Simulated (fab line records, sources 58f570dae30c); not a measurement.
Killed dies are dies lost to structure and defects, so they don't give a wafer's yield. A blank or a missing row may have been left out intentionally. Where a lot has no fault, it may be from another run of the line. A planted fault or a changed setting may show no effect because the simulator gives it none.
2 desks, one fault -- flow berkeleyCmos170 -- each desk holds nothing but its own numbers, with what lay behind them at the end

== THE METROLOGY DESK ==
Lot by lot, what the gauges showed, no matter which tool ran the lot: averages of those sampled wafers that carry a number. A lot is out of limits, marked OUT, if its mean lies more than 4 standard deviations from the usual mean; the brackets give that distance.
Columns: A = NWELL_NITRIDE_THK at UCB170_NWELL_THK_MEAS_05, usual 222.0 nm; B = SCREENOX_OXIDE_THK at UCB170_SCREENOX_THK_MEAS_02, usual 14.42 nm
lot,first seen here,A,B
L810,day 2 04:46,221.2,14.17
L811,day 2 18:31,220.2,14.48
L819,day 4 23:52,223.0,6.23 (-30) OUT
L821,day 4 23:52,221.6,6.38 (-30) OUT
L820,day 4 23:53,220.0,6.23 (-30) OUT
L818,day 4 23:56,222.3,6.25 (-30) OUT
L823,day 5 14:35,222.5,14.50
L822,day 5 14:36,222.8,14.27
L825,day 5 22:10,222.9,14.38
L824,day 5 22:10,220.4,14.99
L826,day 6 06:34,218.5,14.46
L828,day 6 06:34,222.3,14.30
L830,day 6 12:08,221.5,14.39
L831,day 7 01:51,225.6,14.55
L832,day 7 01:51,220.6,14.24
L833,day 7 10:32,220.2,14.83
This desk finds L818, L819, L820, L821 out of limits, with the earliest case on L819 at day 9 06:03 (SCREENOX_OXIDE_THK at UCB170_SCREENOX_THK_MEAS_02). L810, L811, L823, L822, L825, L824, L826, L828, L830, L831, L832, L833 stayed within limits.

== TOOL OWNER'S DESK, furnace-04 ==
The tool's own readings at UCB170_SCREENOX_OXIDATION_01 (target thk 14.4 nm, ox time 2400 s): means of the sampled wafers that have a number, for each lot that ran on this tool. A lot is out of limits, marked OUT, if its mean lies more than 4 standard deviations from the usual mean; the brackets give that distance.
Columns: A = spikeTcLoadC at UCB170_SCREENOX_OXIDATION_01, usual 924.7 C; B = zonePowerSourcePct at UCB170_SCREENOX_OXIDATION_01, usual 25.0 %
lot,first seen here,A,B
L810,day 7 02:31,925.2,23.7
L811,day 7 10:51,927.0,23.8
L818,day 9 04:23,926.9,23.8
L819,day 9 04:23,926.2,23.4
L820,day 9 04:23,926.2,23.9
L821,day 9 04:23,927.1,23.8
This desk found nothing out of limits on any of the 6 lots.

== ALL TOGETHER ==
At day 9 06:03 the metrology desk could have sounded an alarm, on L818, L819, L820, L821.
The desk of the tool owner found nothing out of limits.
Tool owner's desk: L818, L819, L820, L821 on record, inside its limits.
All the named lots went through UCB170_SCREENOX_OXIDATION_01 on furnace-04.

== WHAT THE SIMULATOR HAD INSERTED ==
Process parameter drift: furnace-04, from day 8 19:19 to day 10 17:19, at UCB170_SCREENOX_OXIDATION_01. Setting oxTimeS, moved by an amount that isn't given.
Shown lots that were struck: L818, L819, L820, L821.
Time in hours between the start of the fault and the first out-of-limits reading at each desk: metrology desk, 11.
